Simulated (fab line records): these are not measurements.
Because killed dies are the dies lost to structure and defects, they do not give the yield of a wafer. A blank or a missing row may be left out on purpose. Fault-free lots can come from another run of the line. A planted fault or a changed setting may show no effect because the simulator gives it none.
Which tool is to blame? + flow rit cmos + Sampling: 14 lots, 42 wafers, 5 of 202 route steps

== WHAT THE GAUGES READ, wafer by wafer ==
RIT_NRETRO_OVL_MEAS_06.
| lot  | measured    | on         | NRETRO_OVL (nm) |
|------|-------------|------------|-----------------|
| L292 | day 2 10:59 | overlay-02 | -2.0 -2.1 -0.5  |
| L293 | day 2 12:34 | overlay-02 | -0.4 -0.6 0.5   |
| L299 | day 3 17:46 | overlay-02 | -1.3 -1.4 -0.3  |
| L301 | day 4 03:10 | overlay-02 | -2.4 -1.6 -1.3  |
| L304 | day 4 18:44 | overlay-02 | 0.1 -1.4 0.2    |
| L305 | day 4 23:58 | overlay-01 | 1.3 -0.6 1.3    |
| L306 | day 5 04:47 | overlay-01 | -0.1 1.3 0.1    |
| L307 | day 5 10:16 | overlay-02 | -0.2 -1.1 -1.0  |
| L308 | day 5 13:44 | overlay-02 | 2.0 1.4 0.4     |
| L309 | day 5 17:50 | overlay-02 | 2.6 1.0 1.1     |
| L312 | day 6 09:53 | overlay-02 | -0.6 0.4 -1.4   |
| L313 | day 6 15:02 | overlay-02 | 0.6 -1.6 2.1    |
| L314 | day 6 19:54 | overlay-01 | -0.6 2.4 2.5    |
| L315 | day 6 23:50 | overlay-01 | 0.9 0.7 0.2     |

RIT_NLDD_OVL_MEAS_06.
| lot  | measured    | on         | NLDD_OVL (nm)  |
|------|-------------|------------|----------------|
| L292 | day 2 22:37 | overlay-02 | -1.1 -1.0 0.6  |
| L293 | day 3 01:34 | overlay-02 | 1.7 0.9 1.2    |
| L299 | day 4 08:31 | overlay-02 | -2.6 0.1 -0.9  |
| L301 | day 4 15:19 | overlay-02 | 0.0 -1.0 0.4   |
| L304 | day 5 06:50 | overlay-02 | -0.8 1.2 0.3   |
| L305 | day 5 11:41 | overlay-02 | 0.1 -1.1 1.2   |
| L306 | day 5 16:27 | overlay-02 | 0.4 -2.0 -0.9  |
| L307 | day 5 22:55 | overlay-02 | 1.4 0.4 1.7    |
| L308 | day 6 03:09 | overlay-02 | -1.3 0.1 1.4   |
| L309 | day 6 07:01 | overlay-01 | -1.4 -0.4 -0.3 |
| L312 | day 6 21:54 | overlay-01 | 0.4 1.0 -0.4   |
| L313 | day 7 03:15 | overlay-02 | -0.7 0.5 -0.3  |
| L314 | day 7 08:06 | overlay-01 | -0.2 0.8 -1.5  |
| L315 | day 7 13:07 | overlay-01 | -1.0 -2.7 -1.2 |

RIT_CONTACT_THK_MEAS_01.
| lot  | measured    | on            | CONTACT_TEOS_THK (nm) |
|------|-------------|---------------|-----------------------|
| L292 | day 3 07:43 | film metro-03 | 404 398 404           |
| L293 | day 3 11:13 | film metro-04 | 786 803 799           |
| L299 | day 4 17:58 | film metro-03 | 797 809 804           |
| L301 | day 5 00:38 | film metro-02 | 394 400 399           |
| L304 | day 5 16:09 | film metro-03 | 386 396 389           |
| L305 | day 5 20:51 | film metro-04 | 393 396 399           |
| L306 | day 6 01:46 | film metro-03 | 396 402 399           |
| L307 | day 6 08:23 | film metro-04 | 391 391 396           |
| L308 | day 6 12:13 | film metro-03 | 401 409 396           |
| L309 | day 6 16:14 | film metro-04 | 396 401 400           |
| L312 | day 7 07:08 | film metro-03 | 389 394 407           |
| L313 | day 7 12:11 | film metro-02 | 392 391 399           |
| L314 | day 7 17:32 | film metro-04 | 397 395 391           |
| L315 | day 7 22:04 | film metro-03 | 389 401 394           |

RIT_M1_CD_MEAS_90 targets a cd of 2600 nm.
| lot  | measured    | on        | cd nm (nm)     |
|------|-------------|-----------|----------------|
| L292 | day 3 12:25 | cd sem-02 | 2601 2602 2597 |
| L301 | day 5 05:07 | cd sem-01 | 2607 2604 2606 |
| L304 | day 5 20:43 | cd sem-01 | 2600 2600 2600 |
| L305 | day 6 01:44 | cd sem-01 | 2598 2602 2601 |
| L306 | day 6 06:21 | cd sem-01 | 2600 2602 2596 |
| L307 | day 6 12:58 | cd sem-01 | 2604 2609 2602 |
| L308 | day 6 16:52 | cd sem-02 | 2601 2601 2599 |
| L309 | day 6 20:50 | cd sem-01 | 2598 2601 2601 |
| L312 | day 7 11:50 | cd sem-01 | 2602 2605 2603 |
| L313 | day 7 16:38 | cd sem-01 | 2599 2601 2601 |
| L314 | day 7 22:07 | cd sem-01 | 2604 2603 2605 |
| L315 | day 8 02:50 | cd sem-02 | 2599 2600 2597 |

== WHAT TOOL EACH LOT RAN ON (gives the tool, then ch and the chambers of the sampled wafers, and finally the start) ==
| lot  | RIT_CONTACT_CVD_00             |
|------|--------------------------------|
| L292 | pecvd-03 ch 0,1,2, day 3 07:39 |
| L293 | pecvd-02 ch 0,1,2, day 3 10:56 |
| L299 | pecvd-02 ch 0,2, day 4 17:41   |
| L301 | pecvd-03 ch 1,2, day 5 00:35   |
| L304 | pecvd-03 ch 1,2, day 5 16:05   |
| L305 | pecvd-02 ch 0,2, day 5 20:46   |
| L306 | pecvd-04 ch 0,2, day 6 01:41   |
| L307 | pecvd-03 ch 1,2, day 6 08:20   |
| L308 | pecvd-02 ch 0,2, day 6 12:08   |
| L309 | pecvd-04 ch 0,1,2, day 6 16:11 |
| L312 | pecvd-04 ch 1,2, day 7 07:05   |
| L313 | pecvd-03 ch 0,1,2, day 7 12:08 |
| L314 | pecvd-02 ch 0,1, day 7 17:29   |
| L315 | pecvd-04 ch 0,1,2, day 7 22:01 |
- RIT_CONTACT_CVD_00: deposits SiO2 from TEOS, target thk 400 nm, time 61 s.

== AS READ BY THE TOOLS THEMSELVES (means over the sampled wafers that have a number; for cases with no such wafer, the mark the record gives instead) ==
RIT_CONTACT_CVD_00.
| lot  | tool     | heater power w (W) |
|------|----------|--------------------|
| L292 | pecvd-03 | 332                |
| L293 | pecvd-02 | 336                |
| L299 | pecvd-02 | 263                |
| L301 | pecvd-03 | 297                |
| L304 | pecvd-03 | 295                |
| L305 | pecvd-02 | 285                |
| L306 | pecvd-04 | 353                |
| L307 | pecvd-03 | 269                |
| L308 | pecvd-02 | 299                |
| L309 | pecvd-04 | 290                |
| L312 | pecvd-04 | 266                |
| L313 | pecvd-03 | 288                |
| L314 | pecvd-02 | 324                |
| L315 | pecvd-04 | 303                |

== THE ANSWER, worked out from the rows above alone ==
Rule: what is usual is taken from the lots themselves. Put in order of their means at a reading, lots are off if they are a third of the lots or fewer, leave a main group of 4 or more, and stand apart from it by a gap of 3 or more times the standard deviation of the main group's means; of several such gaps the widest counts. Not used: any main group whose means are identical at the precision the tables above print for the reading. Also off: a lot with no number at a reading for which 4 or more lots have one. The other lots that the step has rows for count as sound. The gauges are gone through in route order, then the tools' own readings, and for those a lot's mean is taken as printed above. At the first step where some lot is off, the reading lying furthest off is the one used; lots without a number count as furthest.
Off: at RIT_CONTACT_THK_MEAS_01 (CONTACT_TEOS_THK), L293, L299. The main group: mean 397 nm, standard deviation 3.4.
A tool fits if, at a process step before that reading, it ran every lot that is off, and no sound lot after the first of them. The gauges at RIT_CONTACT_THK_MEAS_01 are tried like those tools. None of those tried fits.

== WHAT HAD BEEN PUT IN BY THE SIMULATOR ==
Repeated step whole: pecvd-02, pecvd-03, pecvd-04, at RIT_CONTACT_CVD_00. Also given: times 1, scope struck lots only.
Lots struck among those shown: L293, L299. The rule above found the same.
